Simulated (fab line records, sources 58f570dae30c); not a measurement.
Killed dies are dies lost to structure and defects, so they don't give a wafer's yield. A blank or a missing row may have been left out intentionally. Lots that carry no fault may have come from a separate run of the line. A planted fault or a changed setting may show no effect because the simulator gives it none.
fab line records -- flow berkeley-cmos170
record: lots: 6, wafers: 18, last-day: 12
route steps=331 shown NLDD@162 SPACER@171
lots that met no fault: from a run of the same line without faults
start-h: hours from the record's first day to the start of the lot's first wafer shown -- wait-h: hours from the lot's prior step to this one -- " unchanged from the row above -- L1.1+2: several wafers, shown together as one row -- - no value, or no start given -- * or withheld: withheld -- < > ~ a bound
route shown NAME@n: a module of which the file shows steps, and the number in the route of the first -- usual: mean/standard deviation of fault-free wafers -- same: alike in all rows -- chamber/n: place in a boat -- sites: readings site by site -- _std_site: standard deviation of those values -- _edge_site: outer sites' mean less inner sites' -- radius-mm: how far each site lies from the wafer's centre -- mask NAME#n: copy n -- behind: the last tool/chamber to shape the wafer -- hold: the reason the lot was held/the length of the hold in hours/how it ended -- device: names the non-switching transistor (n, p or np) -- end of line: the tests these same wafers got at the end of their route -- step lacking rows: just its recipe -- killed: dies lost to structure and defects at the first sort, not the wafer's yield -- map: dies across one wafer; x = killed, . = not, _ = none there
set.NAME: the setting as run; set.NAME@STEP: as run at that earlier step -- model.NAME: the simulator's own value behind a step, which no gauge read
a table for each step, a row for each wafer; lots at some steps of the route
services: a tool's chamber out of use, with start hour (start-h, from the record's first day; less than 0 if before it), hours out, and reason
== steps ==
step: UCB170_NLDD_PEB_04
recipe: peb-temp-c: 130, peb-time-s: withheld, resist: KrF
step: UCB170_NLDD_DEVELOP_05
recipe: developer: TMAH, develop-time-s: 45, resist: KrF, dev-temp-c: 21
step: UCB170_NLDD_CD_MEAS_06
recipe: target-cd-nm: 1200
usual: cd-nm: 1199.9/1.3
lot.wafer,tool,chamber,start-h,wait-h,cd-nm
L474.4,cd-sem-02,-,139.33,-,1197.8
L474.5,cd-sem-02,-,139.33,-,1199.8
L474.6,cd-sem-02,-,139.33,-,1197.9
L481.1,cd-sem-02,-,188.98,-,1199.5
L481.2,cd-sem-02,-,188.98,-,1199.7
L481.3,cd-sem-02,-,188.98,-,1199.3
L482.3,cd-sem-02,-,189.19,-,1199.5
L482.4,cd-sem-02,-,189.19,-,1199.3
L482.6,cd-sem-02,-,189.19,-,1199.1
L479.2,cd-sem-02,-,190.29,-,1199.9
L479.3,cd-sem-02,-,190.29,-,1200.8
L479.5,cd-sem-02,-,190.29,-,1200.2
L490.1,cd-sem-02,-,225.89,-,1200.0
L490.3,cd-sem-02,-,225.89,-,1200.6
L490.6,cd-sem-02,-,225.89,-,1202.8
L492.1,cd-sem-01,-,247.12,-,1202.8
L492.5,cd-sem-01,-,247.12,-,1201.2
L492.6,cd-sem-01,-,247.12,-,1201.3
step: UCB170_NLDD_OVL_MEAS_07
usual: NLDD_OVL: -1/4.1
lot.wafer,tool,chamber,start-h,wait-h,NLDD_OVL[nm]
L474.4,overlay-01,-,139.41,0.1,2
L474.5,overlay-01,-,139.41,0.1,-1
L474.6,overlay-01,-,139.41,0.1,-8
L481.1,overlay-01,-,189.10,0.1,-8
L481.2,overlay-01,-,189.10,0.1,-3
L481.3,overlay-01,-,189.10,0.1,-9
L482.3,overlay-02,-,189.28,0.1,-5
L482.4,overlay-02,-,189.28,0.1,-8
L482.6,overlay-02,-,189.28,0.1,-2
L479.2,overlay-01,-,190.40,0.1,-6
L479.3,overlay-01,-,190.40,0.1,-4
L479.5,overlay-01,-,190.40,0.1,-3
L490.1,overlay-02,-,226.01,0.1,-8
L490.3,overlay-02,-,226.01,0.1,-8
L490.6,overlay-02,-,226.01,0.1,-5
L492.1,overlay-01,-,247.24,0.1,0
L492.5,overlay-01,-,247.24,0.1,0
L492.6,overlay-01,-,247.24,0.1,3
step: UCB170_NLDD_IMPLANT_08
recipe: species: As, dose-cm2: 5e+13, energy-kev: 30, tilt-deg: 7, rotation-deg: 0
step: UCB170_NLDD_IMPLANT_09
recipe: species: As, dose-cm2: 5e+13, energy-kev: 30, tilt-deg: 7, rotation-deg: 180
step: UCB170_NLDD_STRIP_10
recipe: chemistry: O2, power-w: 400, pressure-mtorr: 3500, platen-temp-c: withheld, o2-flow-sccm: 400, overash-fraction: 0.5
usual: drypump-motor-current-A: 5.6/0.67, oes-product-au: 0.735/0.0047, strip-time-to-endpoint-s: 21.66/0.051
lot.wafer,tool,chamber,start-h,wait-h,drypump-motor-current-A,oes-product-au,rf-hours-counter-h,strip-time-to-endpoint-s
L474.4,plasma-asher-04,0,139.76,0.1,5.1,0.733,-,21.70
L474.5,plasma-asher-04,0,139.76,0.1,5.1,0.732,-,21.65
L474.6,plasma-asher-04,1,139.76,0.1,6.6,0.737,-,21.71
L481.1,plasma-asher-03,1,189.44,0.1,6.0,0.727,48,21.70
L481.2,plasma-asher-03,0,189.44,0.1,4.9,0.738,48,21.59
L481.3,plasma-asher-03,0,189.44,0.1,4.9,0.729,-,21.61
L482.3,plasma-asher-04,1,189.64,0.1,6.6,0.729,-,21.62
L482.4,plasma-asher-04,0,189.64,0.1,5.1,0.737,-,21.65
L482.6,plasma-asher-04,0,189.64,0.1,5.1,0.729,-,21.65
L479.2,plasma-asher-03,1,190.73,0.1,6.0,0.743,49,21.73
L479.3,plasma-asher-03,1,190.73,0.1,6.0,0.736,-,21.61
L479.5,plasma-asher-03,1,190.73,0.1,6.0,0.727,-,21.63
L490.1,plasma-asher-04,1,226.35,0.1,6.6,0.728,47,21.67
L490.3,plasma-asher-04,1,226.35,0.1,6.6,0.740,-,21.62
L490.6,plasma-asher-04,0,226.35,0.1,5.1,0.737,-,21.55
L492.1,plasma-asher-01,1,247.57,0.1,5.1,0.735,14,21.64
L492.5,plasma-asher-01,1,247.57,0.1,5.1,0.736,-,21.64
L492.6,plasma-asher-01,0,247.57,0.1,6.4,0.740,-,21.66
step: UCB170_NLDD_TW_MEAS_11
usual: NLDD_TW: 2197/21
lot.wafer,tool,chamber,start-h,wait-h,NLDD_TW
L474.4,film-metro-03,-,139.86,0.1,2177
L474.5,film-metro-03,-,139.86,0.1,2168
L474.6,film-metro-03,-,139.86,0.1,2176
L481.1,film-metro-04,-,189.54,0.1,2196
L481.2,film-metro-04,-,189.54,0.1,2199
L481.3,film-metro-04,-,189.54,0.1,2184
L482.3,film-metro-03,-,189.73,0.1,2189
L482.4,film-metro-03,-,189.73,0.1,2192
L482.6,film-metro-03,-,189.73,0.1,2180
L479.2,film-metro-03,-,190.84,0.1,2190
L479.3,film-metro-03,-,190.84,0.1,2174
L479.5,film-metro-03,-,190.84,0.1,2199
L490.1,film-metro-03,-,226.45,0.1,2184
L490.3,film-metro-03,-,226.45,0.1,2186
L490.6,film-metro-03,-,226.45,0.1,2178
L492.1,film-metro-04,-,247.67,0.1,2202
L492.5,film-metro-04,-,247.67,0.1,2195
L492.6,film-metro-04,-,247.67,0.1,2189
step: UCB170_NLDD_CLEAN_12
recipe: chemistry: SPM, temp-c: 120, time-s: 600
step: UCB170_SPACER_CVD_00
recipe: material: SiO2, target-thk-nm: 376, temp-c: 390, precursor: TEOS/O2, time-s: 47, rf-w: 550, pressure-mtorr: 9000
usual: heater-power-w: 284/48, rf-fwd-power-W: 545.0/2.4, susceptor-temp-C: 390.00/0.21
same: time-s: 47
lot.wafer,tool,chamber,start-h,wait-h,heater-power-w,rf-fwd-power-W,susceptor-temp-C
L474.4,pecvd-04,1,140.11,0.0,209,542.8,390.11
L474.5,pecvd-04,2,140.11,0.0,308,544.9,390.11
L474.6,pecvd-04,0,140.11,0.0,253,546.4,389.89
L481.1,pecvd-03,0,189.77,0.0,272,547.1,389.96
L481.2,pecvd-03,1,189.77,0.0,296,540.0,390.24
L481.3,pecvd-03,2,189.77,0.0,340,546.5,390.08
L482.3,pecvd-04,2,189.95,0.0,308,545.3,389.84
L482.4,pecvd-04,1,189.95,0.0,233,545.9,389.86
L482.6,pecvd-04,0,189.95,0.0,310,544.6,390.29
L479.2,pecvd-03,1,191.29,0.0,294,541.7,390.07
L479.3,pecvd-03,2,191.29,0.0,355,546.1,389.98
L479.5,pecvd-03,1,191.29,0.0,210,544.3,390.10
L490.1,pecvd-01,1,226.68,0.0,278,545.1,389.89
L490.3,pecvd-01,2,226.68,0.0,220,538.6,390.00
L490.6,pecvd-01,2,226.68,0.0,222,538.4,389.92
L492.1,pecvd-03,0,250.06,0.0,285,546.1,389.96
L492.5,pecvd-03,1,250.06,0.0,275,545.3,390.19
L492.6,pecvd-03,2,250.06,0.0,303,546.4,390.16
step: UCB170_SPACER_THK_MEAS_01
recipe: reads: SiO2_of_SPACER_CVD_00
usual: SPACER_TEOS_THK: 376/4.6
lot.wafer,tool,chamber,start-h,wait-h,SPACER_TEOS_THK[nm]
L474.4,film-metro-02,-,140.17,0.0,379
L474.5,film-metro-02,-,140.17,0.0,378
L474.6,film-metro-02,-,140.17,0.0,376
L481.1,film-metro-02,-,189.82,0.0,372
L481.2,film-metro-02,-,189.82,0.0,377
L481.3,film-metro-02,-,189.82,0.0,378
L482.3,film-metro-03,-,190.01,0.0,378
L482.4,film-metro-03,-,190.01,0.0,385
L482.6,film-metro-03,-,190.01,0.0,382
L479.2,film-metro-01,-,191.34,0.0,371
L479.3,film-metro-01,-,191.34,0.0,372
L479.5,film-metro-01,-,191.34,0.0,373
L490.1,film-metro-02,-,226.73,0.0,365
L490.3,film-metro-02,-,226.73,0.0,372
L490.6,film-metro-02,-,226.73,0.0,379
L492.1,film-metro-03,-,250.11,0.0,373
L492.5,film-metro-03,-,250.11,0.0,374
L492.6,film-metro-03,-,250.11,0.0,379
step: UCB170_SPACER_ANNEAL_02
recipe: temp-c: 900, time-s: 1800, ambient: N2
step: UCB170_SPACER_ETCHBACK_03
recipe: stop-on: Si, target: SiO2, chemistry: CHF3/CF4/Ar, CHF3_flow_sccm: 50, cf4-flow-sccm: 10, Ar_flow_sccm: 120, pressure-mtorr: 200, rf-w: 500, target-depth-a: 3760, time-s: 100
usual: drypump-motor-current-A: 5.8/0.54, mfc-ar-sccm: 120.0/0.39, oes-product-au: 0.896/0.013, rf-fwd-power-W: 496.8/1.8, run-length-s: 128.3/0.55, throttle-valve-pct: 6.46/0.13
lot.wafer,tool,chamber,start-h,wait-h,drypump-motor-current-A,mfc-ar-sccm,oes-product-au,rf-fwd-power-W,rf-hours-counter-h,run-length-s,throttle-valve-pct,model.etch.depth-nm
L474.4,rie-diel-04,2,145.88,0.0,6.0,120.0,0.937,496.2,-,128.2,6.61,378.6
L474.5,rie-diel-04,3,145.88,0.0,5.8,120.0,0.897,493.4,-,128.3,6.40,377.9
L474.6,rie-diel-04,1,145.88,0.0,4.8,120.1,0.895,495.0,-,129.0,6.68,375.6
L481.1,rie-diel-04,3,194.16,0.0,5.8,119.8,1.012,-,60,89.1,6.43,263.3
L481.2,rie-diel-04,1,194.16,0.0,4.7,120.2,0.987,-,103,89.2,6.71,254.5
L481.3,rie-diel-04,0,194.16,0.0,5.8,119.6,0.983,-,17,87.5,6.54,261
L482.3,rie-diel-03,0,194.16,0.0,4.8,119.6,0.881,497.7,84,127.9,6.53,377.7
L482.4,rie-diel-03,3,194.16,0.0,5.6,120.2,0.927,497.1,-,128.6,6.26,385.1
L482.6,rie-diel-03,0,194.16,0.0,4.8,119.7,0.893,495.3,-,127.8,6.55,382
L479.2,rie-diel-04,2,194.23,0.1,6.0,120.1,0.991,-,0,88.5,6.62,258.4
L479.3,rie-diel-04,1,194.23,0.1,4.8,120.2,0.997,-,103,88.8,6.69,255.4
L479.5,rie-diel-04,1,194.23,0.1,4.8,120.1,0.979,-,-,89.1,6.69,255.8
L490.1,rie-diel-02,2,231.15,0.0,6.2,120.0,0.868,499.0,54,127.8,6.37,365.1
L490.3,rie-diel-02,1,231.15,0.0,5.8,119.9,0.911,497.3,114,127.6,6.58,372.3
L490.6,rie-diel-02,2,231.15,0.0,6.1,119.8,0.889,497.9,-,127.6,6.38,379.3
L492.1,rie-diel-02,0,253.89,0.0,6.5,120.2,0.894,498.6,17,128.6,6.27,372.7
L492.5,rie-diel-02,2,253.89,0.0,6.2,121.1,0.873,496.8,-,127.9,6.38,374.1
L492.6,rie-diel-02,1,253.89,0.0,5.8,119.8,0.918,498.9,-,127.6,6.58,379
== services ==
tool,chamber,start-h,hours,kind
plasma-asher-03,-,123.03,1.1,repair
pecvd-03,-,135.50,14.0,pm
pecvd-03,0,135.50,14.0,vent-cycle
pecvd-03,1,135.50,14.0,vent-cycle
pecvd-03,2,135.50,14.0,vent-cycle
rie-diel-04,0,137.20,10.8,repair
pecvd-01,-,140.73,1.9,repair
pecvd-03,0,149.50,-,clean
pecvd-03,1,149.50,-,clean
pecvd-03,2,149.50,-,clean
pecvd-03,-,158.90,1.2,repair
rie-diel-04,-,168.62,0.3,repair
rie-diel-04,2,173.31,-,clean
rie-diel-04,2,173.31,13.6,scheduled-down
pecvd-03,-,174.06,6.0,pm
pecvd-01,2,183.62,28.4,repair
rie-diel-04,-,188.62,0.2,repair
rie-diel-02,1,189.40,4.4,repair
plasma-asher-01,-,219.53,4.8,repair
pecvd-04,-,242.50,14.0,pm
pecvd-04,1,242.98,5.9,repair
rie-diel-03,0,244.19,34.4,repair
rie-diel-03,-,246.21,2.8,pm
pecvd-04,-,252.07,1.0,repair
== key ==
first-sign: step: UCB170_SPACER_ETCHBACK_03, reading: run-length-s, direction: down, sigmas: 72, usual: *, struck: *
effect: step: UCB170_SPACER_ETCHBACK_03, reading: oes-product-au, direction: up, sigmas: 7.3, usual: 0.896, struck: 0.991
model-effect: step: UCB170_SPACER_ETCHBACK_03, value: etch.depth-nm, without: 373.7, struck: 258.1
more-kills-born-at: UCB170_SPACER_ETCHBACK_03@rie-diel-04: 777
met-at UCB170_SPACER_ETCHBACK_03
struck-wafers L479.2,L479.3,L479.5,L481.1,L481.2,L481.3
later-rows-left-out L479.2,L479.3,L479.5,L481.1,L481.2,L481.3
sort-left-out L479.2,L479.3,L479.5
tester-left-out L479,L481
onset-between 145.88 194.16
fault: kind: process-parameter-drift, tool: rie-diel-04, chamber: -, onset-h: 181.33, steps: UCB170_SPACER_ETCHBACK_03, channel: time-s, offset: *, shape: step, end-h: 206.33, acts-in: *, stated: *
tester-left-out: of these lots the tester's yield and bins aren't shown, on N5 and GAA mostly nor the transistor test; their killed dies are dies lost to structure and defects alone, not to doping, threshold or leakage, so they don't give the yield
sort-left-out: the simulated sort isn't trusted on such a fault, so these wafers' sort isn't shown, and their yield isn't known
later-rows-left-out: the simulator's readings of these wafers behind a module that went badly wrong aren't trusted and aren't shown, but for the sort
